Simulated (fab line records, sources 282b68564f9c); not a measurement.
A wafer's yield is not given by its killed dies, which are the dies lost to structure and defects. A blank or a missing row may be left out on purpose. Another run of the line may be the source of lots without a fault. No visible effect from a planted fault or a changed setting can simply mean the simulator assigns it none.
A struck lot beside a sound one || flow rit cmos || 44 steps out of a route of 202
Sound: these wafers, L507.1, L507.2, L507.5. Wafers struck: L524.1, L524.2, L524.3. The cause is given at the end.
Order at every step that has rows: each side's tool, ch and its chambers, its first start. Under that, the readings that differ: sound wafers || struck wafers || difference of the means || sigmas: that difference in standard deviations of wafers without a fault.
alike: same words and numbers on both sides, and readings whose means sit less than 2 such deviations apart. not compared: any withheld reading, any reading some wafer has no value for, any bound like >300 that may hide the same value, and any number with overlapping values for which the record gives no deviation.
The two part at a step that has a row with sigmas, a row that says differs or no value, or rows on one side only. When numbers do not overlap yet have no deviation, they are printed without sigmas and do not part them. A reading that every wafer of one side lacks parts them only if that side has two wafers or more.

first, 2 steps without rows for these wafers: RIT_NLDD_HARDBAKE_07 (time 60 s); RIT_NLDD_IMPLANT_08.
RIT_NLDD_STRIP_09: strips in O2, time 180 s.
  sound on plasma asher-02 ch 0,1, day 4 02:39; struck on plasma asher-02 ch 0,1, day 7 20:01
  alike: chamber pressure mTorr, drypump motor current A
  not compared: rf hours counter h
RIT_NLDD_TW_MEAS_10:
  sound on film metro-01 at day 4 02:49; struck on film metro-01 at day 7 20:11
  alike: NLDD_TW
then, 6 steps without rows for these wafers: RIT_PLDD_HMDS_00 (prime time 60 s); RIT_PLDD_COAT_01 (resist thk 1000 nm); RIT_PLDD_SOFTBAKE_02 (time 60 s); RIT_PLDD_EXPOSE_03 (exposes mask M8, target cd 40900 nm); RIT_PLDD_PEB_04; RIT_PLDD_DEVELOP_05 (develop time 50 s).
RIT_PLDD_OVL_MEAS_06:
  sound on overlay-02 at day 4 03:50; struck on overlay-01 at day 7 21:12
  alike: PLDD_OVL
then, 1 step without rows for these wafers: RIT_PLDD_HARDBAKE_07 (time 60 s).
RIT_PLDD_IMPLANT_08:
  sound on implanter-03 ch 0, day 4 04:01; struck on implanter-03 ch 0, day 7 21:23
{"reading": "beam energy keV", "sound": "20.004 20.018 20.002", "struck": "25.998 26.001 26.003", "difference": "+5.993", "sigmas": "+99 or more"}
{"reading": "model.implant.rp nm (nm)", "sound": "17.36 17.36 17.36", "struck": "21.34 21.34 21.34", "difference": "+3.98", "sigmas": ""}
{"reading": "model.implant.drp nm (nm)", "sound": "9.752 9.752 9.752", "struck": "11.73 11.73 11.73", "difference": "+1.98", "sigmas": ""}
  alike: beam on s, dose ions cm2
RIT_PLDD_STRIP_09: strips in O2, time 180 s.
  sound on plasma asher-03 ch 0,1, day 4 04:10; struck on plasma asher-03 ch 0,1, day 7 21:32
  alike: chamber pressure mTorr, drypump motor current A
  not compared: rf hours counter h
RIT_PLDD_TW_MEAS_10:
  sound on film metro-03 at day 4 04:20; struck on film metro-03 at day 7 21:43
{"reading": "PLDD_TW", "sound": "2388 2392 2396", "struck": "2544 2557 2543", "difference": "+156", "sigmas": "+8"}
then, 4 steps without rows for these wafers: RIT_SPACER_CLEAN_00 (cleans in SC1, time 600 s); RIT_SPACER_CLEAN_01 (cleans in dHF, time 29.54 s); RIT_SPACER_CLEAN_02 (cleans in SC2, time 600 s); RIT_SPACER_CVD_03 (deposits Si3N4 from SiH2Cl2/NH3, target thk 250 nm, time 3300 s).
RIT_SPACER_THK_MEAS_04:
  sound on film metro-02 at day 4 07:38; struck on film metro-03 at day 8 01:02
  alike: SPACER_NITRIDE_THK
RIT_SPACER_ETCHBACK_05: etches Si3N4 in SF6/CHF3, stops on SiO2, target depth 250 nm, time 240 s.
  sound on rie diel-04 ch 1,2,3, day 4 07:42; struck on rie diel-03 ch 1,2,3, day 8 01:05
  alike: chamber pressure mTorr, drypump motor current A, oes product au, throttle valve pct
  not compared: rf hours counter h
then, 6 steps without rows for these wafers: RIT_NSD_HMDS_00 (prime time 60 s); RIT_NSD_COAT_01 (resist thk 1000 nm); RIT_NSD_SOFTBAKE_02 (time 60 s); RIT_NSD_EXPOSE_03 (exposes mask M9, target cd 40700 nm); RIT_NSD_PEB_04; RIT_NSD_DEVELOP_05 (develop time 50 s).
RIT_NSD_OVL_MEAS_06:
  sound on overlay-01 at day 4 08:50; struck on overlay-01 at day 8 02:05
  alike: NSD_OVL
then, 2 steps without rows for these wafers: RIT_NSD_HARDBAKE_07 (time 60 s); RIT_NSD_IMPLANT_08.
RIT_NSD_STRIP_09: strips in O2, time 180 s.
  sound on plasma asher-01 ch 0,1, day 4 09:10; struck on plasma asher-04 ch 0,1, day 8 02:26
  alike: chamber pressure mTorr, drypump motor current A
  not compared: rf hours counter h
RIT_NSD_TW_MEAS_10:
  sound on film metro-02 at day 4 09:20; struck on film metro-03 at day 8 02:36
  alike: NSD_TW
then, 6 steps without rows for these wafers: RIT_PSD_HMDS_00 (prime time 60 s); RIT_PSD_COAT_01 (resist thk 1000 nm); RIT_PSD_SOFTBAKE_02 (time 60 s); RIT_PSD_EXPOSE_03 (exposes mask M10, target cd 40900 nm); RIT_PSD_PEB_04; RIT_PSD_DEVELOP_05 (develop time 50 s).
RIT_PSD_OVL_MEAS_06:
  sound on overlay-02 at day 4 10:28; struck on overlay-02 at day 8 03:38
  alike: PSD_OVL
then, 2 steps without rows for these wafers: RIT_PSD_HARDBAKE_07 (time 60 s); RIT_PSD_IMPLANT_08.
RIT_PSD_STRIP_09: strips in O2, time 180 s.
  sound on plasma asher-02 ch 0,1, day 4 10:49; struck on plasma asher-02 ch 0,1, day 8 04:01
  alike: chamber pressure mTorr, drypump motor current A
  not compared: rf hours counter h
RIT_SDANNEAL_RS_MEAS_06: measurement is done with a four-point probe.
  sound on film metro-03 at day 4 11:43; struck on film metro-01 at day 8 04:56
{"reading": "PLDD_RS (ohm/sq)", "sound": "178.6 178.1 178.7", "struck": "164.6 164.0 164.3", "difference": -14.2, "sigmas": -27}
RIT_M1_PROBE_99:
  sound on prober-01 at day 4 19:04; struck on prober-01 at day 8 12:08
  alike: killed at front end, killed dies, killed open, killed short

== WHERE THEY PART ==
At RIT_PLDD_IMPLANT_08 first; at RIT_SDANNEAL_RS_MEAS_06 last (within this record only). Later steps at which nothing parts them and some readings are alike: RIT_M1_PROBE_99.

WHY: what the simulator had put in
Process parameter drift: implanter-03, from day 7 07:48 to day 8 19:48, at RIT_PLDD_IMPLANT_08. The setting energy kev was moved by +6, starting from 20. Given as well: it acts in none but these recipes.
